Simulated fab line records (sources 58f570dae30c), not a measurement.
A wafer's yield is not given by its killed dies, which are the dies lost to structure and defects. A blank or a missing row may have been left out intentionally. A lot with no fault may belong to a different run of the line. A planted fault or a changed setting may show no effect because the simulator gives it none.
What tool caused it? | flow berkeleyCmos170 | 42 wafers from 14 lots sampled at 3 of the route's 331 steps

== WHAT THE GAUGES READ, wafer by wafer ==
UCB170_V2_BOW_MEAS_03. Usual: V2_BOW typically reads 38 um, with standard deviation 7.
lot  | measured     | on           | V2_BOW (um) | flag
L807 | day 8 14:23  | filmMetro-01 | 33 38 44    | 
L809 | day 9 02:19  | filmMetro-01 | 47 47 48    | 
L812 | day 9 12:07  | filmMetro-01 | 44 22 30    | 
L810 | day 9 13:20  | filmMetro-01 | 45 39 40    | 
L814 | day 10 15:04 | filmMetro-01 | 44 38 37    | 
L817 | day 11 14:52 | filmMetro-03 | 52 41 40    | 
L815 | day 11 14:30 | filmMetro-01 | 45 38 41    | 
L816 | day 11 15:52 | filmMetro-02 | 41 34 51    | 
L822 | day 11 16:04 | filmMetro-01 | 39 37 37    | 
L826 | day 12 15:29 | filmMetro-03 | 28 47 35    | 
L827 | day 13 01:06 | filmMetro-02 | 32 25 34    | 
L830 | day 13 09:12 | filmMetro-01 | 34 45 41    | 
L829 | day 13 09:30 | filmMetro-02 | 32 38 38    | 
L828 | day 13 09:14 | filmMetro-03 | 36 40 42    | 

UCB170_V2_THK_MEAS_04. Usual: V2_POLISHED_THK typically reads 1000.7 nm, with standard deviation 1.3.
lot  | measured     | on           | V2_POLISHED_THK (nm) | flag
L807 | day 8 14:29  | filmMetro-01 | 997.1 998.0 998.8    | 
L809 | day 9 02:26  | filmMetro-01 | 998.7 1000.1 999.5   | 
L812 | day 9 12:14  | filmMetro-01 | 1001.6 1001.3 1000.7 | 
L810 | day 9 13:27  | filmMetro-01 | 1003.1 1000.7 1001.6 | 
L814 | day 10 15:11 | filmMetro-01 | 1001.6 1000.4 1002.5 | 
L817 | day 11 14:59 | filmMetro-03 | 1001.0 998.7 999.2   | 
L815 | day 11 14:37 | filmMetro-01 | 1000.6 1001.5 1001.4 | 
L816 | day 11 15:58 | filmMetro-02 | 999.1 999.8 1000.5   | 
L822 | day 11 16:11 | filmMetro-01 | 1000.8 998.8 1002.8  | 
L826 | day 12 15:35 | filmMetro-03 | 1000.0 1002.8 1000.2 | 
L827 | day 13 01:12 | filmMetro-02 | 1001.4 1000.1 1000.8 | 
L830 | day 13 09:19 | filmMetro-01 | 1001.8 1001.1 1001.6 | 
L829 | day 13 09:37 | filmMetro-02 | 1002.4 999.7 1001.2  | 
L828 | day 13 09:20 | filmMetro-03 | 1000.9 1000.9 1000.2 | 

== WHICH TOOL RAN EACH LOT (tool, then ch and the chambers of the sampled wafers, then the start) ==
lot  | UCB170_M1_SPUTTER_00
L807 | pvdSputter-01, day 8 02:44
L809 | pvdSputter-01, day 8 17:13
L812 | pvdSputter-03, day 9 01:37
L810 | pvdSputter-01, day 9 02:01
L814 | pvdSputter-01, day 10 03:55
L817 | pvdSputter-01, day 10 22:46
L815 | pvdSputter-02, day 11 00:10
L816 | pvdSputter-02, day 11 01:58
L822 | pvdSputter-03, day 11 02:07
L826 | pvdSputter-03, day 12 05:45
L827 | pvdSputter-03, day 12 14:31
L830 | pvdSputter-02, day 12 22:36
L829 | pvdSputter-01, day 12 22:53
L828 | pvdSputter-03, day 12 23:47
- UCB170_M1_SPUTTER_00: material Al, target thk 600 nm, time 80 s.

== AS READ BY THE TOOLS THEMSELVES (means over the sampled wafers that have a number; for cases with no such wafer, the mark the record gives instead) ==
UCB170_M1_SPUTTER_00. Usual: 29.9 % for throttleValvePct, sd 1.
lot  | tool          | throttleValvePct (%) | flag
L807 | pvdSputter-01 | 28.7                 | 
L809 | pvdSputter-01 | 28.8                 | 
L812 | pvdSputter-03 | 30.4                 | 
L810 | pvdSputter-01 | 28.6                 | 
L814 | pvdSputter-01 | 28.4                 | 
L817 | pvdSputter-01 | 28.6                 | 
L815 | pvdSputter-02 | 30.8                 | 
L816 | pvdSputter-02 | 30.0                 | 
L822 | pvdSputter-03 | 30.5                 | 
L826 | pvdSputter-03 | 30.2                 | 
L827 | pvdSputter-03 | 29.8                 | 
L830 | pvdSputter-02 | 29.9                 | 
L829 | pvdSputter-01 | 28.8                 | 
L828 | pvdSputter-03 | 29.9                 | 

== THE ANSWER, worked out from the rows above alone ==
Rule: a lot is off if the mean of its wafers that have a number lies more than 3 standard deviations from the usual mean. A lot without any number at a reading at which 4 lots or more have one is off too. The other lots that the step has rows for count as sound. After the gauges, taken in route order, come the tools' own readings; for these a lot's mean is taken, as printed above. At the first step where some lot is off, the reading lying furthest off is the one used; lots without a number count as furthest.
Across all readings shown, no lot is off: no conclusion can be drawn from this.

== WHAT THE SIMULATOR PUT IN ==
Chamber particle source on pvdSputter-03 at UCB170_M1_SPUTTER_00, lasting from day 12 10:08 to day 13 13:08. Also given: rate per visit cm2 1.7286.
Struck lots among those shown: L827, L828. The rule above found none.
